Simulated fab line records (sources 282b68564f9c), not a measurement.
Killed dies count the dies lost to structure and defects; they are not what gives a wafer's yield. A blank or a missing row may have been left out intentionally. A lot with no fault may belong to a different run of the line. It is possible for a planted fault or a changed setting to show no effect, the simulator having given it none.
One fault seen from 2 desks    flow rit_cmos    what lay behind the numbers comes last; until then each desk has only its own

THE TOOL OWNER'S DESK: iline_stepper-01
The tool's own readings at RIT_NWELL_EXPOSE_03 (exposes mask M2, target cd 43900 nm): means of the sampled wafers that have a number, for each lot that ran on this tool. Marked OUT: a lot whose mean sits more than 4 standard deviations from the usual mean, which makes it out of limits; the brackets give that distance.
Columns: A = reticle_temp_C at RIT_NWELL_EXPOSE_03, usual 23.01 C
lot   first seen here  A
L186  day 1 19:59      23.03
L188  day 2 06:29      23.03
L189  day 2 12:29      22.89
L195  day 3 18:49      22.98
L196  day 3 21:47      23.14
L199  day 4 13:38      22.98
L200  day 4 18:40      23.02
L201  day 4 22:52      23.12
This desk's finding: nothing out of limits on any of the 8 lots.

FROM THE METROLOGY DESK
What the gauges read, lot by lot, whatever tool the lot ran on: means of the sampled wafers that have a number. Marked OUT: a lot whose mean sits more than 4 standard deviations from the usual mean, which makes it out of limits; the brackets give that distance.
Columns: A = NWELL_OVL at RIT_NWELL_OVL_MEAS_06, usual 1.4 nm
lot   first seen here  A
L186  day 1 20:23      0.8
L187  day 2 01:25      1.4
L188  day 2 06:55      -0.4
L189  day 2 12:54      -0.8
L192  day 3 02:16      2.7
L195  day 3 19:14      -0.1
L196  day 3 22:12      1.3
L198  day 4 09:28      1.1
L199  day 4 14:02      3570.8 (+99 or more) OUT
L200  day 4 19:06      3570.1 (+99 or more) OUT
L201  day 4 23:16      3570.0 (+99 or more) OUT
L203  day 5 09:49      1.3
L205  day 5 20:40      2.2
L208  day 6 13:25      4.2
L209  day 6 19:02      1.8
This desk finds L199, L200, L201 out of limits, with the earliest case on L199 at day 4 14:02 (NWELL_OVL at RIT_NWELL_OVL_MEAS_06). Within limits: L186, L187, L188, L189, L192, L195, L196, L198, L203, L205, L208, L209.

ALL TOGETHER
At day 4 14:02 the metrology desk could have sounded an alarm, on L199, L200, L201.
The desk of the tool owner found nothing out of limits.
On record at the tool owner's desk: L199, L200, L201, within its limits.
Every lot named ran RIT_NWELL_EXPOSE_03 on iline_stepper-01.

WHAT THE SIMULATOR PUT IN
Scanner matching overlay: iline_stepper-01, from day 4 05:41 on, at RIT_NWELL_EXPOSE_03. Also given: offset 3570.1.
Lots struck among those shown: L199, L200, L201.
Delay in hours, fault start to first out-of-limits reading, per desk: metrology desk 8.
